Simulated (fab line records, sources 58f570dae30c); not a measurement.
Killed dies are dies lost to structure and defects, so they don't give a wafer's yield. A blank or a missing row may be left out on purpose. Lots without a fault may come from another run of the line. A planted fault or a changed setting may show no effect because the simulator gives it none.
Problem report in the 8D (eight disciplines) form, filled by code | flow berkeley_cmos170 | the parts of the form that need people (team, actions taken, sign-off) are left out

1. THE PROBLEM
beam_energy_keV at UCB170_PSD_IMPLANT_08 reads a mean of 19.802 on 6 wafers of 2 lots; wafers without a fault read 19.998 with a standard deviation of 0.0065. That is -30 standard deviations from the usual mean.
First seen on wafer L418.1, day 7 22:26, on implanter-03. The record holds 18 wafers of 6 lots with a number at this step. Rule for "out", or "out of limits": more than 4 standard deviations from the usual mean. The other wafers with a number count as sound.

2. WHAT IT IS AND WHAT IT IS NOT
question                    | is                     | is not
which readings at this step | beam_energy_keV        | -
which lots                  | L418, L424             | L417, L420, L427, L431
which wafers of those lots  | all that have a number | -
read on which tools         | implanter-03           | implanter-02, implanter-04
when                        | from day 7 22:26       | up to then (3 sound wafers); but 9 sound wafers of L420, L427, L431 came after

3. SUSPECTS, AND WHAT RULES EACH OUT
Counting: a tool at a process step up to the reading stays a suspect if it ran every lot that is out and no sound lot after the first of them.
- implanter-03 at UCB170_PSD_IMPLANT_08: kept. It ran every lot that is out, first L418 (day 7 22:26), and no sound lot after that; its last sound lot up to then is L417 (day 7 12:12). Its own readings are out on those wafers: beam_energy_keV.
Left after counting: implanter-03 at UCB170_PSD_IMPLANT_08.

4. THE CAUSE (what the simulator had put in)
Process parameter drift: implanter-03, from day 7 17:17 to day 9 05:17, at UCB170_PSD_IMPLANT_08. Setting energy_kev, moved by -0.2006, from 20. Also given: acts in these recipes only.
Counting left only this tool.

5. THE CHAIN OF EFFECTS, in route order
Each row: a reading whose mean over the struck wafers that have a number lies more than 3 standard deviations from the usual. Only readings for which the record gives a usual standard deviation are gone through. hours: the time from each lot's start at the first step in this table that gives one to its start at this step, as a median over the lots. sigmas: the change in usual standard deviations.
hours | step                  | reading         | usual  | on struck wafers | change | sigmas
0     | UCB170_PSD_IMPLANT_08 | beam_energy_keV | 19.998 | 19.802           | -0.196 | -30
The process steps in it:
- UCB170_PSD_IMPLANT_08

6. WHAT WOULD HAVE CAUGHT IT SOONER
In this record the first reading out of limits was taken at day 7 22:26, 5 hours after the fault began at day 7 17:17.
